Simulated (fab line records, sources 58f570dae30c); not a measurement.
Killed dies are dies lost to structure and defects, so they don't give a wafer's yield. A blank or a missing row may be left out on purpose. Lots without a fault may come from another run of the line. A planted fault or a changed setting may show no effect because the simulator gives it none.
One fault seen from 2 desks | flow berkeley_cmos170 | each desk has only its own numbers; what lay behind them comes last

THE METROLOGY DESK
What the gauges read, lot by lot, whatever tool the lot ran on: means of the sampled wafers that have a number. A lot is out of limits, marked OUT, if its mean lies more than 4 standard deviations from the usual mean; the brackets give that distance.
Columns: A = PVT_TW at UCB170_PVT_TW_MEAS_09, usual 508; B = V2_TEOS_THK at UCB170_V2_THK_MEAS_01, usual 1999 nm
lot  | first seen here | A   | B
L777 | day 5 12:59     | 511 | 1990
L781 | day 6 10:20     | 508 | 2017
L784 | day 6 19:37     | 512 | 2016
L785 | day 7 05:40     | 510 | 1990
L787 | day 7 21:44     | 509 | 1991
L789 | day 7 22:17     | 510 | 2006
L790 | day 8 09:52     | 511 | 2000
L791 | day 8 20:17     | 508 | 1978
L793 | day 8 20:27     | 508 | 1998
L794 | day 9 04:17     | 508 | 1976
L796 | day 9 18:38     | 508 | 1978
L798 | day 10 04:10    | 512 | 1994
L799 | day 10 04:36    | 506 | 2006
L800 | day 10 09:55    | 511 | 2024
This desk's finding: nothing out of limits on any of the 14 lots.

THE TOOL OWNER'S DESK: rie_diel-01
The tool's own readings at UCB170_V1_ETCH_14 (etches SiO2 in CHF3/CF4/Ar, stops on Al, target depth 1250 nm, time 291 s): means of the sampled wafers that have a number, for each lot that ran on this tool. A lot is out of limits, marked OUT, if its mean lies more than 4 standard deviations from the usual mean; the brackets give that distance.
Columns: A = drypump_motor_current_A at UCB170_V1_ETCH_14, usual 5.8 A; B = oes_product_au at UCB170_V1_ETCH_14, usual 0.875 a.u.; C = throttle_valve_pct at UCB170_V1_ETCH_14, usual 6.96 %
lot  | first seen here | A   | B     | C
L777 | day 7 06:52     | 5.5 | 0.869 | 7.06
L781 | day 8 12:53     | 5.9 | 0.836 | 7.05
L784 | day 8 21:11     | 5.5 | 0.838 | 7.02
This desk's finding: nothing out of limits on any of the 3 lots.

PUT TOGETHER
The metrology desk saw nothing out of limits.
The tool owner's desk saw nothing out of limits.

WHAT THE SIMULATOR HAD PUT IN
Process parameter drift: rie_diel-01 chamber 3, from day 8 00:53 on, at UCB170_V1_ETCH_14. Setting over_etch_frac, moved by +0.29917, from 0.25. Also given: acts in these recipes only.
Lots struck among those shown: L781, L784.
